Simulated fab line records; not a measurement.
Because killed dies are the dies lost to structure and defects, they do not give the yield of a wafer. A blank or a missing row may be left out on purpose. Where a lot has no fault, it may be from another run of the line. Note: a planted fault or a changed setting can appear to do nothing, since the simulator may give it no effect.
fab line records	flow berkeley_cmos170
[record] lots = 7	wafers = 21	last_day = 11
route steps=331 shown V1@256
lots untouched by any fault: they come from a run of this same line in which no faults occurred
start_h: hours from the record's opening day to when the first of the lot's shown wafers began	wait_h: time in hours since the lot's previous step	" identical to the entry in the row above	L1.1+2: several wafers, shown together as one row	- no value, or no start given	* or withheld: withheld	< > ~ a bound
route shown NAME@n: names a module that has steps shown in the file, with the first one's number in the route	usual: average and standard deviation across the fault-free wafers	same: alike in all rows	chamber/n: place in a boat	sites: readings site by site	_std_site: how widely they spread, as a standard deviation	_edge_site: outer sites' mean less inner sites'	radius_mm: how far each site lies from the wafer's centre	mask NAME#n: copy n	behind: the most recent tool/chamber to have shaped the wafer	hold: what put the lot on hold/how long, in hours/how the hold closed	device: the transistor (n, p or np) that didn't switch	end of line: tests run on the same wafers once the route is complete	a step given without rows: its recipe and nothing more	killed: not the wafer's yield, but the dies lost to structure and defects at the first sort	map: per-die view of a wafer (x killed, . not killed, _ where there is no die)
set.NAME: the run value of the setting; set.NAME@STEP: its run value at that earlier step	model.NAME: the simulator's own value behind a step, which no gauge read
lots seen at some steps along the route; tables by step, rows by wafer
services: from which hour (start_h, from the record's first day; less than 0 if before it) a tool's chamber was out of use, for how many hours, and why
[[steps]]
[step UCB170_V1_CMP_02]
[recipe] material = SiO2	down_force_psi = 6	platen_rpm = 60	pad_velocity_m_s = 0.75398
[usual] motor_current_A = 16.3/1.4
lot.wafer	tool	chamber	start_h	wait_h	motor_current_A
L361.4	cmp-02	0	163.18	0.0	18.2
L361.3	"	3	"	"	16.9
L361.5	"	1	"	"	17.7
L364.4	cmp-02	3	196.87	0.1	16.3
L364.1	"	0	"	"	17.7
L364.5	"	1	"	"	18.1
L366.1	cmp-02	0	211.78	0.1	17.6
L366.4	"	1	"	"	18.0
L366.2	"	2	"	"	14.3
L367.4	cmp-01	1	211.78	0.0	14.3
L367.2	"	3	"	"	15.3
L367.3	"	0	"	"	16.2
L373.1	cmp-01	3	234.88	0.3	14.9
L373.4	"	2	"	"	16.8
L373.5	"	3	"	"	16.0
L374.4	cmp-01	1	238.37	0.2	14.7
L374.5	"	2	"	"	16.3
L374.6	"	3	"	"	16.1
L377.2	cmp-01	2	263.23	0.1	17.3
L377.3	"	3	"	"	15.4
L377.1	"	0	"	"	16.1
[step UCB170_V1_BOW_MEAS_03]
[recipe] mode = bow
[usual] V1_BOW = 18/6.6
lot.wafer	tool	chamber	start_h	wait_h	V1_BOW[um]
L361.3	film_metro-04	-	163.52	0.1	21
L361.4	"	-	"	"	16
L361.5	"	-	"	"	24
L364.1	film_metro-02	-	197.10	0.1	26
L364.4	"	-	"	"	23
L364.5	"	-	"	"	17
L366.1	film_metro-02	-	212.08	0.2	12
L366.2	"	-	"	"	15
L366.4	"	-	"	"	11
L367.2	film_metro-02	-	212.28	0.3	21
L367.3	"	-	"	"	23
L367.4	"	-	"	"	10
L373.1	film_metro-02	-	235.18	0.2	12
L373.4	"	-	"	"	17
L373.5	"	-	"	"	24
L374.4	film_metro-01	-	238.58	0.2	29
L374.5	"	-	"	"	21
L374.6	"	-	"	"	21
L377.1	film_metro-04	-	263.48	0.1	16
L377.2	"	-	"	"	24
L377.3	"	-	"	"	21
[step UCB170_V1_THK_MEAS_04]
[recipe] reads = SiO2_of_V1_CVD_00
[usual] V1_POLISHED_THK = 984.2/1.2
lot.wafer	tool	chamber	start_h	wait_h	V1_POLISHED_THK[nm]
L361.3	film_metro-04	-	163.62	0.1	986.8
L361.4	"	-	"	"	984.5
L361.5	"	-	"	"	985.0
L364.1	film_metro-02	-	197.22	0.1	985.8
L364.4	"	-	"	"	985.9
L364.5	"	-	"	"	983.5
L366.1	film_metro-02	-	212.20	0.1	985.1
L366.2	"	-	"	"	985.2
L366.4	"	-	"	"	985.9
L367.2	film_metro-02	-	212.39	0.1	983.9
L367.3	"	-	"	"	983.3
L367.4	"	-	"	"	983.5
L373.1	film_metro-02	-	235.30	0.1	984.2
L373.4	"	-	"	"	984.5
L373.5	"	-	"	"	983.5
L374.4	film_metro-01	-	238.67	0.1	983.0
L374.5	"	-	"	"	984.2
L374.6	"	-	"	"	983.9
L377.1	film_metro-04	-	263.60	0.1	982.4
L377.2	"	-	"	"	985.3
L377.3	"	-	"	"	984.8
[step UCB170_V1_CLEAN_05]
[recipe] chemistry = DIW
[step UCB170_V1_HMDS_06]
[recipe] prime_time_s = 60	prime_temp_c = 100
[step UCB170_V1_COAT_07]
[recipe] resist = KrF	spin_rpm = 1500	resist_thk_nm = 900
[step UCB170_V1_SOFTBAKE_08]
[recipe] resist = KrF	temp_c = 130	time_s = 60
[step UCB170_V1_EXPOSE_09]
[recipe] mask_id = VIA1	target_cd_nm = 700	na = 0.5	sigma_outer = 0.6	source_shape = conventional	dose_mj = 37
[step UCB170_V1_PEB_10]
[recipe] peb_temp_c = 130	peb_time_s = withheld	resist = KrF
[step UCB170_V1_DEVELOP_11]
[recipe] developer = TMAH	develop_time_s = 45	resist = KrF	dev_temp_c = 21
[step UCB170_V1_CD_MEAS_12]
[recipe] target_cd_nm = 700
[usual] cd_nm = 700.1/1.5
lot.wafer	tool	chamber	start_h	wait_h	cd_nm
L361.3	cd_sem-02	-	167.09	-	702.6
L361.4	"	-	"	"	702.1
L361.5	"	-	"	"	701.6
L364.1	cd_sem-01	-	199.24	-	698.0
L364.4	"	-	"	"	699.8
L364.5	"	-	"	"	699.6
L366.1	cd_sem-01	-	213.66	-	698.6
L366.2	"	-	"	"	699.5
L366.4	"	-	"	"	699.9
L367.2	cd_sem-02	-	213.91	-	699.5
L367.3	"	-	"	"	698.2
L367.4	"	-	"	"	698.7
L373.1	cd_sem-01	-	240.52	-	702.0
L373.4	"	-	"	"	700.4
L373.5	"	-	"	"	701.5
L374.4	cd_sem-01	-	241.77	-	699.2
L374.5	"	-	"	"	699.1
L374.6	"	-	"	"	699.0
L377.1	cd_sem-01	-	265.08	-	699.9
L377.2	"	-	"	"	700.1
L377.3	"	-	"	"	700.6
[step UCB170_V1_OVL_MEAS_13]
[usual] V1_OVL = 0/6.7
lot.wafer	tool	chamber	start_h	wait_h	V1_OVL[nm]
L361.3	overlay-01	-	167.18	0.1	8
L361.4	"	-	"	"	0
L361.5	"	-	"	"	-1
L364.1	overlay-01	-	199.36	0.1	2
L364.4	"	-	"	"	-2
L364.5	"	-	"	"	-13
L366.1	overlay-01	-	213.78	0.1	-6
L366.2	"	-	"	"	-7
L366.4	"	-	"	"	-9
L367.2	overlay-02	-	214.01	0.1	7
L367.3	"	-	"	"	4
L367.4	"	-	"	"	0
L373.1	overlay-02	-	240.64	0.1	-17
L373.4	"	-	"	"	-18
L373.5	"	-	"	"	-14
L374.4	overlay-01	-	241.85	0.1	-1
L374.5	"	-	"	"	-8
L374.6	"	-	"	"	-4
L377.1	overlay-01	-	265.20	0.1	3
L377.2	"	-	"	"	2
L377.3	"	-	"	"	6
[step UCB170_V1_ETCH_14]
[recipe] chemistry = CHF3/CF4/Ar	target = SiO2	stop_on = Al	CHF3_flow_sccm = 45	cf4_flow_sccm = 15	Ar_flow_sccm = 150	pressure_mtorr = 200	rf_w = 700	target_depth_a = 12500	over_etch_frac = 0.25	time_s = 291
[usual] CHF3_flow_sccm = 45.01/0.12	cf4_flow_sccm = 15.00/0.051	drypump_motor_current_A = 5.6/0.44	oes_product_au = 0.862/0.015	throttle_valve_pct = 6.90/0.086
lot.wafer	tool	chamber	start_h	wait_h	CHF3_flow_sccm	cf4_flow_sccm	drypump_motor_current_A	oes_product_au	rf_hours_counter_h	throttle_valve_pct	model.KrF_of_V1_COAT_07.thk_nm
L361.3	rie_diel-03	0	167.20	0.0	45.01	15.04	5.7	0.855	48	6.95	605.8
L361.4	"	3	"	"	44.97	14.97	5.2	0.878	16	7.05	610.5
L361.5	"	1	"	"	45.25	15.07	5.8	0.843	-	6.87	611.7
L364.1	rie_diel-03	2	199.39	0.0	-	-	-	-	-	-	887.3
L364.4	"	1	"	"	-	-	-	-	-	-	885.4
L364.5	"	1	"	"	-	-	-	-	-	-	884.1
L366.1	rie_diel-01	2	213.82	0.0	-	-	-	-	-	-	888.5
L366.2	"	0	"	"	-	-	-	-	-	-	888.6
L366.4	"	3	"	"	-	-	-	-	-	-	885.6
L367.2	rie_diel-02	3	214.04	0.0	-	-	-	-	-	-	884.8
L367.3	"	1	"	"	-	-	-	-	-	-	884.3
L367.4	"	0	"	"	-	-	-	-	-	-	886.8
L373.1	rie_diel-02	0	240.67	0.0	44.89	15.06	6.0	0.885	134	6.87	610.1
L373.4	"	3	"	"	45.03	14.95	5.5	0.870	113	7.00	610.8
L373.5	"	3	"	"	44.99	15.15	5.6	0.875	-	6.99	613
L374.4	rie_diel-01	2	241.86	0.0	44.87	15.01	5.9	0.888	129	6.90	613
L374.5	"	3	"	"	45.12	14.94	5.3	0.865	-	6.82	613.6
L374.6	"	0	"	"	44.87	14.94	5.5	0.859	-	6.95	613.5
L377.1	rie_diel-02	2	265.24	0.0	45.17	15.00	6.0	0.846	134	6.78	607.1
L377.2	"	1	"	"	45.07	14.95	4.9	0.850	31	6.91	612.6
L377.3	"	3	"	"	44.87	14.96	5.5	0.871	114	7.01	606.5
[step UCB170_V1_STRIP_15]
[recipe] chemistry = O2	power_w = 400	pressure_mtorr = 3500	platen_temp_c = withheld	o2_flow_sccm = 400	overash_fraction = 0.5
[usual] drypump_motor_current_A = 5.57/0.24	oes_product_au = 0.722/0.0039	strip_time_to_endpoint_s = 15.30/0.083
lot.wafer	tool	chamber	start_h	wait_h	drypump_motor_current_A	oes_product_au	rf_hours_counter_h	strip_time_to_endpoint_s
L361.3	plasma_asher-03	1	167.41	0.1	5.53	0.721	-	15.21
L361.4	"	0	"	"	5.71	0.718	-	15.34
L361.5	"	1	"	"	5.53	0.726	-	15.35
L364.1	plasma_asher-03	0	199.57	0.1	5.74	0.734	49	21.65
L364.4	"	0	"	"	5.73	0.731	-	21.61
L364.5	"	1	"	"	5.52	0.734	-	21.58
L366.1	plasma_asher-03	1	214.00	0.1	5.52	0.731	51	21.70
L366.2	"	0	"	"	5.74	0.730	51	21.68
L366.4	"	0	"	"	5.74	0.736	-	21.64
L367.2	plasma_asher-02	1	214.22	0.1	5.42	0.735	42	21.60
L367.3	"	0	"	"	5.48	0.741	-	21.58
L367.4	"	1	"	"	5.41	0.735	-	21.66
L373.1	plasma_asher-03	1	240.85	0.1	5.56	0.723	54	15.33
L373.4	"	0	"	"	5.74	0.723	-	15.34
L373.5	"	0	"	"	5.75	0.714	-	15.39
L374.4	plasma_asher-01	0	242.08	0.1	5.95	0.726	-	15.37
L374.5	"	0	"	"	5.95	0.727	-	15.40
L374.6	"	1	"	"	5.25	0.720	-	15.37
L377.1	plasma_asher-02	0	265.41	0.1	5.50	0.729	48	15.23
L377.2	"	1	"	"	5.43	0.726	48	15.36
L377.3	"	1	"	"	5.42	0.719	-	15.23
[step UCB170_V1_CD_MEAS_90]
[recipe] target_cd_nm = 700
[usual] cd_nm = 700.1/1.6
lot.wafer	tool	chamber	start_h	wait_h	cd_nm
L361.3	cd_sem-02	-	167.52	0.1	702.0
L361.4	"	-	"	"	701.8
L361.5	"	-	"	"	701.9
L364.1	cd_sem-01	-	199.67	0.1	-
L364.4	"	-	"	"	-
L364.5	"	-	"	"	-
L366.1	cd_sem-01	-	214.10	0.1	-
L366.2	"	-	"	"	-
L366.4	"	-	"	"	-
L367.2	cd_sem-02	-	214.34	0.1	-
L367.3	"	-	"	"	-
L367.4	"	-	"	"	-
L373.1	cd_sem-01	-	240.95	0.1	702.5
L373.4	"	-	"	"	700.5
L373.5	"	-	"	"	701.9
L374.4	cd_sem-02	-	242.20	0.1	697.7
L374.5	"	-	"	"	699.5
L374.6	"	-	"	"	699.7
L377.1	cd_sem-02	-	265.51	0.1	699.8
L377.2	"	-	"	"	700.7
L377.3	"	-	"	"	701.1
[[services]]
tool	chamber	start_h	hours	kind
plasma_asher-01	-	139.20	2.4	repair
rie_diel-01	1	164.35	-	clean
rie_diel-01	1	164.35	16.4	scheduled_down
rie_diel-01	1	164.35	16.4	vent_cycle
plasma_asher-02	-	166.49	4.4	repair
plasma_asher-03	-	171.33	14.6	pm
cmp-01	-	175.20	1.3	repair
cmp-01	-	194.99	5.5	pm
rie_diel-02	0	198.50	2.6	repair
cmp-02	-	226.71	4.6	pm
rie_diel-02	1	228.53	3.8	repair
cmp-02	-	232.16	4.0	pm
cmp-02	-	236.16	-	consumable_replace:conditioner
cmp-02	-	236.16	-	consumable_replace:pad
plasma_asher-02	-	241.06	1.0	repair
rie_diel-02	0	250.73	-	clean
rie_diel-02	0	250.73	21.2	scheduled_down
rie_diel-02	0	250.73	21.2	vent_cycle
plasma_asher-01	-	251.91	3.9	repair
plasma_asher-03	-	252.04	6.8	repair
rie_diel-02	-	252.25	2.1	repair
plasma_asher-02	-	255.36	2.5	repair
[[key]]
[first_sign] step = UCB170_V1_ETCH_14	reading = tool_record	direction = missing
[effect] step = UCB170_V1_STRIP_15	reading = strip_time_to_endpoint_s	direction = up	sigmas = 76	usual = *	struck = *
[effect] step = UCB170_V1_CD_MEAS_90	reading = cd_nm	direction = missing
[model_effect] step = UCB170_V1_ETCH_14	value = KrF_of_V1_COAT_07.thk_nm	without = 611.3	struck = 886.1
met_at UCB170_V1_ETCH_14
struck_wafers L364.1,L364.4,L364.5,L366.1,L366.2,L366.4,L367.2,L367.3,L367.4
later_rows_left_out L364.1,L364.4,L364.5,L366.1,L366.2,L366.4,L367.2,L367.3,L367.4
sort_left_out L364.1,L364.4,L364.5,L366.1,L366.2,L366.4,L367.2,L367.3,L367.4
tester_left_out L364,L366,L367
onset_between 167.20 199.39
[earlier_fault] kind = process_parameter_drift	tool = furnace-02	chamber = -	onset_h = 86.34	steps = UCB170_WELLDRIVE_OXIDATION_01	channel = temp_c	offset = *	shape = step	end_h = 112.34	acts_in = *	stated = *
[earlier_fault] kind = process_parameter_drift	tool = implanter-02	chamber = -	onset_h = 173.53	steps = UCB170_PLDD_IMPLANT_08	channel = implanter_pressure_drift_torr	offset = 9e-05	shape = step	end_h = 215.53
[earlier_fault] kind = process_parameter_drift	tool = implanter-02	chamber = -	onset_h = 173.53	steps = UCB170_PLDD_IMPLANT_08	channel = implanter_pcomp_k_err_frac	offset = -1	shape = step	end_h = 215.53
[fault] kind = skipped_step_whole	tool = rie_diel-01,rie_diel-02,rie_diel-03	chamber = -	onset_h = 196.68	steps = UCB170_V1_ETCH_14	scope = struck_lots_only
// tester_left_out: of these lots the tester's yield and bins aren't shown, on N5 and GAA mostly nor the transistor test; their killed dies are dies lost to structure and defects alone, not to doping, threshold or leakage, so they don't give the yield
// sort_left_out: the simulated sort isn't trusted on such a fault, so these wafers' sort isn't shown, and their yield isn't known
// later_rows_left_out: the simulator's readings of these wafers behind a module that went badly wrong aren't trusted and aren't shown, but for the sort
